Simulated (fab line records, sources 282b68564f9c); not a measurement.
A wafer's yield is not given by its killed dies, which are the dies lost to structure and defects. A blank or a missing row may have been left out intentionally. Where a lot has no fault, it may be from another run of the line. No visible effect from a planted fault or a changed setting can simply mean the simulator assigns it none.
A lot that was struck, set against a sound lot -- flow rit-cmos -- 18 out of 202 route steps
Sound: these wafers, L389.1, L389.2, L389.4. Struck: wafers L380.2, L380.3, L380.6. The cause is given at the end.
Order at every step that has rows: each side's tool, ch and its chambers, its first start. Under that, the readings that differ: sound wafers -- struck wafers -- difference of the means -- sigmas: that difference in standard deviations of wafers without a fault.
alike: a reading whose means differ by less than 2 such deviations, as well as words and numbers matching on both sides. not compared: withheld readings; readings where some wafer has no value; bounds like >300 that might hide an equal value; numbers whose values overlap and for which the record gives no deviation.
A row with sigmas, a row that says differs or no value, or rows on one side alone: a step with any of these is where the two part. Numbers that have no deviation but don't overlap get no sigmas and don't part them. A reading that every wafer of one side lacks parts them only if that side has two wafers or more.

RIT_M1_SPUTTER_00: material Al, target thk 400 nm, time 500 s.
  sound on pvd-sputter-03 at day 7 11:11; struck on pvd-sputter-04 at day 5 21:52
  alike: throttle-valve-pct
RIT_M1_RS_MEAS_01: a four-point-probe measurement.
  sound on film-metro-04 at day 7 11:29; struck on film-metro-02 at day 5 22:11
  alike: M1_AL_RS
RIT_M1_THK_MEAS_02: measures by xrf.
  sound on film-metro-04 at day 7 11:37; struck on film-metro-02 at day 5 22:17
  alike: M1_AL_THK
then, 6 steps without rows for these wafers: RIT_M1_HMDS_03 (prime time 60 s); RIT_M1_COAT_04 (resist thk 1300 nm); RIT_M1_SOFTBAKE_05 (time 60 s); RIT_M1_EXPOSE_06 (exposes mask M12, target cd 2600 nm); RIT_M1_PEB_07; RIT_M1_DEVELOP_08 (develop time 69.05 s).
RIT_M1_CD_MEAS_09: the cd target is 2600 nm.
  sound on cd-sem-01 at day 7 12:40; struck on cd-sem-02 at day 5 23:23
  alike: cd-nm
RIT_M1_OVL_MEAS_10:
  sound on overlay-01 at day 7 12:47; struck on overlay-01 at day 5 23:30
  alike: M1_OVL
then, 1 step without rows for these wafers: RIT_M1_HARDBAKE_11 (time 120 s).
RIT_M1_METAL_ETCH_12: etches Al in Cl2/BCl3, stops on SiO2, time 165 s, target depth 600 nm.
  sound on rie-metal-01 ch 0,1, day 7 13:05; struck on rie-metal-01 ch 0, day 5 23:47
  no value came back on the struck wafers for any of 5 readings (bcl3-flow-sccm (sccm), chamber-pressure-mTorr (mTorr) and others); on the sound wafers bcl3-flow-sccm (sccm) reads 49.79 49.87 50.22
reading,sound,struck,difference,sigmas
model.NOVOLAK_of_M1_COAT_04.thk-nm (nm),825.1 826.2 823.7,1138 1141 1141,+315,
model.SiO2_of_CONTACT_CVD_00.thk-nm (nm),362 358.4 370,392.1 392.7 396.4,+30.3,
  not compared: rf-hours-counter-h
then, 1 step without rows for these wafers: RIT_M1_STRIP_13 (strips in nmp, time 600 s).
RIT_M1_STRIP_14: strips in O2, time 180 s.
  sound on plasma-asher-03 ch 0,1, day 7 13:25; struck on plasma-asher-01 ch 0,1, day 6 00:07
  alike: drypump-motor-current-A
  not compared: rf-hours-counter-h
RIT_M1_CD_MEAS_90: the cd target is 2600 nm.
  sound on cd-sem-02 at day 7 13:35; struck on cd-sem-02 at day 6 00:19
reading,sound,struck,difference,sigmas
cd-nm (nm),2603.0 2605.5 2605.8,- - -,no value on the struck wafers,
then, 1 step without rows for these wafers: RIT_M1_ANNEAL_15 (time 1800 s).
RIT_M1_PROBE_99:
  sound on prober-02 at day 7 15:20; struck on prober-01 at day 6 02:05
reading,sound,struck,difference,sigmas
defect-limited-yield (%),96.6 98.1 95.8,0 0 0,-97,-88
killed_at_M0_to_M3,0 0 0,261 257 259,+259,
killed-dies,9 5 11,264 264 264,+256,+91
killed-on-rim,2 0 4,70 70 70,+68,+49
sort_bin_5_function (%),2.7 0.8 1.9,99.6 99.2 99.6,+97.7,+99 or more
sort-n-pass,255.0 259.0 253.0,0 0 0,-256,-91
sort-yield-pct (%),96.6 98.1 95.8,0 0 0,-97,-88
  alike: killed-at-front-end, killed-open, killed-short, sort_bin_3_pad_short, sort_bin_6_memory

WHERE THEY PART
At RIT_M1_METAL_ETCH_12 first; at RIT_M1_PROBE_99 last (within this record only).

WHY: what the simulator had put in
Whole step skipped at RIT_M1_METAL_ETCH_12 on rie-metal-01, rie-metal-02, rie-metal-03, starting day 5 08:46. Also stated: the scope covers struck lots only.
